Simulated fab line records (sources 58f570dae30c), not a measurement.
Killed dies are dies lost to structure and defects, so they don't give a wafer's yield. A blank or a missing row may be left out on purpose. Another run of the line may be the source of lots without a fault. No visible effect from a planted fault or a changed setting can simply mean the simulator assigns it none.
Which of the tools did it? ; flow berkeley-cmos170 ; 42 wafers from 14 lots sampled at 4 of the route's 331 steps

## WHAT EACH GAUGE READ, for each wafer
UCB170_START_BOW_MEAS_00. Usual: INCOMING_BOW typically reads 0 um, with standard deviation 6.7.
lot;measured;on;INCOMING_BOW (um);flag
L291;day 1 10:01;film-metro-01;-2 4 8;
L292;day 1 15:00;film-metro-01;-2 -3 -10;
L293;day 1 20:00;film-metro-04;5 0 22;
L294;day 2 01:04;film-metro-01;6 6 -5;
L295;day 2 06:02;film-metro-02;-9 6 7;
L300;day 3 07:00;film-metro-02;-10 5 2;
L302;day 3 17:01;film-metro-01;6 -5 5;
L304;day 4 03:02;film-metro-01;-7 0 9;
L308;day 4 23:01;film-metro-02;7 2 -5;
L310;day 5 09:00;film-metro-04;8 -2 1;
L311;day 5 14:04;film-metro-02;-5 -4 9;
L312;day 5 19:00;film-metro-01;-3 -6 0;
L313;day 6 00:00;film-metro-01;7 -10 -2;
L314;day 6 05:01;film-metro-01;2 -7 8;

UCB170_PWELL_THK_MEAS_03. Usual: PWELL_OXIDE_THK typically reads 26.3 nm, with standard deviation 0.44.
lot;measured;on;PWELL_OXIDE_THK (nm);flag
L291;day 2 13:28;film-metro-03;26.9 26.9 27.0;
L292;day 2 18:59;film-metro-01;26.9 26.6 26.7;
L293;day 3 00:44;film-metro-01;26.5 26.7 26.4;
L294;day 3 00:46;film-metro-04;26.8 26.6 27.1;
L295;day 3 19:29;film-metro-04;25.9 26.2 26.1;
L300;day 4 15:01;film-metro-04;28.3 28.9 28.6;OFF
L302;day 5 03:47;film-metro-04;28.9 28.6 28.8;OFF
L304;day 5 09:29;film-metro-04;28.5 28.4 28.5;OFF
L308;day 6 06:04;film-metro-03;26.6 26.2 26.2;
L310;day 6 15:43;film-metro-03;26.3 26.2 25.7;
L311;day 7 01:01;film-metro-03;25.4 25.9 26.1;
L312;day 7 05:29;film-metro-03;26.1 25.3 25.8;
L313;day 7 10:58;film-metro-01;26.2 26.2 26.4;
L314;day 7 10:59;film-metro-03;26.2 25.9 26.6;

UCB170_CONTACT_CD_MEAS_15: the cd target is 700 nm. Usual: cd-nm at 699.9 nm, with a standard deviation of 1.5.
lot;measured;on;cd-nm (nm);flag
L291;day 6 03:04;cd-sem-02;696.2 695.7 696.6;
L292;day 7 05:17;cd-sem-01;702.4 701.4 702.2;
L293;day 7 15:09;cd-sem-01;701.4 702.1 701.1;
L294;day 7 12:32;cd-sem-01;700.1 701.3 700.1;
L295;day 8 08:02;cd-sem-02;698.1 698.2 699.7;
L300;day 8 20:32;cd-sem-02;701.2 702.1 701.4;
L302;day 10 01:27;cd-sem-02;700.7 701.1 700.5;
L304;day 10 01:51;cd-sem-02;699.5 699.1 698.5;
L308;day 10 21:30;cd-sem-02;701.0 701.2 701.6;
L310;day 11 04:16;cd-sem-01;700.3 701.3 701.7;
L311;day 11 06:44;cd-sem-02;699.2 699.7 698.8;
L312;day 11 17:14;cd-sem-01;699.9 698.0 699.6;
L313;day 11 18:19;cd-sem-02;701.6 700.4 701.4;
L314;day 11 18:13;cd-sem-01;699.6 700.1 698.7;

## TOOL THAT RAN EACH LOT (tool first, then ch and the chambers of the sampled wafers, then the start)
lot;UCB170_ACTIVE_ETCH_15
L291;rie-diel-04 ch 0,2,3, day 3 17:29
L292;rie-diel-01 ch 1,3, day 4 10:31
L293;rie-diel-01 ch 0,1, day 4 16:43
L294;rie-diel-04 ch 0,1,2, day 4 16:31
L295;rie-diel-03 ch 1,2,3, day 5 08:02
L300;rie-diel-01 ch 2,3, day 6 05:38
L302;rie-diel-04 ch 0,1, day 6 16:57
L304;rie-diel-04 ch 0,1, day 6 20:04
L308;rie-diel-03 ch 1,3, day 7 20:46
L310;rie-diel-01 ch 0,2, day 8 07:12
L311;rie-diel-01 ch 0,1,3, day 8 13:01
L312;rie-diel-01 ch 1,3, day 8 21:57
L313;rie-diel-04 ch 2,3, day 8 22:13
L314;rie-diel-03 ch 1,2,3, day 8 22:21
- UCB170_ACTIVE_ETCH_15: etches Si3N4 in CH3F/Ar/O2, stops on SiO2, target depth 242 nm, time 151 s.

## AS READ BY THE TOOLS THEMSELVES (means over the sampled wafers that have a number; for cases with no such wafer, the mark the record gives instead)
UCB170_ACTIVE_ETCH_15. Usual: drypump-motor-current-A 5.7 A, standard deviation 0.31; oes-product-au 0.951 a.u., standard deviation 0.0099; throttle-valve-pct 8.07 %, standard deviation 0.075.
lot;tool;drypump-motor-current-A (A);oes-product-au (a.u.);throttle-valve-pct (%);flag
L291;rie-diel-04;5.4;0.941;8.04;
L292;rie-diel-01;5.9;0.955;8.10;
L293;rie-diel-01;5.8;0.955;8.06;
L294;rie-diel-04;5.6;0.944;8.12;
L295;rie-diel-03;6.0;0.968;8.04;
L300;rie-diel-01;5.7;0.947;8.11;
L302;rie-diel-04;5.5;0.947;8.08;
L304;rie-diel-04;5.7;0.943;8.13;
L308;rie-diel-03;6.2;0.958;8.07;
L310;rie-diel-01;5.6;0.956;8.09;
L311;rie-diel-01;5.8;0.945;8.05;
L312;rie-diel-01;5.8;0.949;8.08;
L313;rie-diel-04;5.4;0.953;8.01;
L314;rie-diel-03;6.0;0.950;8.04;

## THE ANSWER, worked out from the rows above alone
Rule: a lot is off if the mean of its wafers that have a number lies more than 3 standard deviations from the usual mean. A lot without any number at a reading at which 4 lots or more have one is off too. The other lots that the step has rows for count as sound. The gauges are gone through in route order, then the tools' own readings, and for those a lot's mean is taken as printed above. At the first step where some lot is off, the reading lying furthest off is the one used; lots without a number count as furthest.
Off: at UCB170_PWELL_THK_MEAS_03 (PWELL_OXIDE_THK), L300, L302, L304.
A tool fits if, at a process step before that reading, it ran every lot that is off, and no sound lot after the first of them. Those tools and the gauges at UCB170_PWELL_THK_MEAS_03 are tried in the same way. One fits: film-metro-04 at UCB170_PWELL_THK_MEAS_03. Its last sound lot is L295 (day 3 19:29), its first lot that is off L300 (day 4 15:01): a fault that began between those two fits.

## WHAT WAS PUT IN BY THE SIMULATOR
Metrology matching offset: film-metro-04, from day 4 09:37 on, at UCB170_PWELL_THK_MEAS_03. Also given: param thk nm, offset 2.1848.
Struck lots among those shown: L300, L302, L304. The rule above found the same.
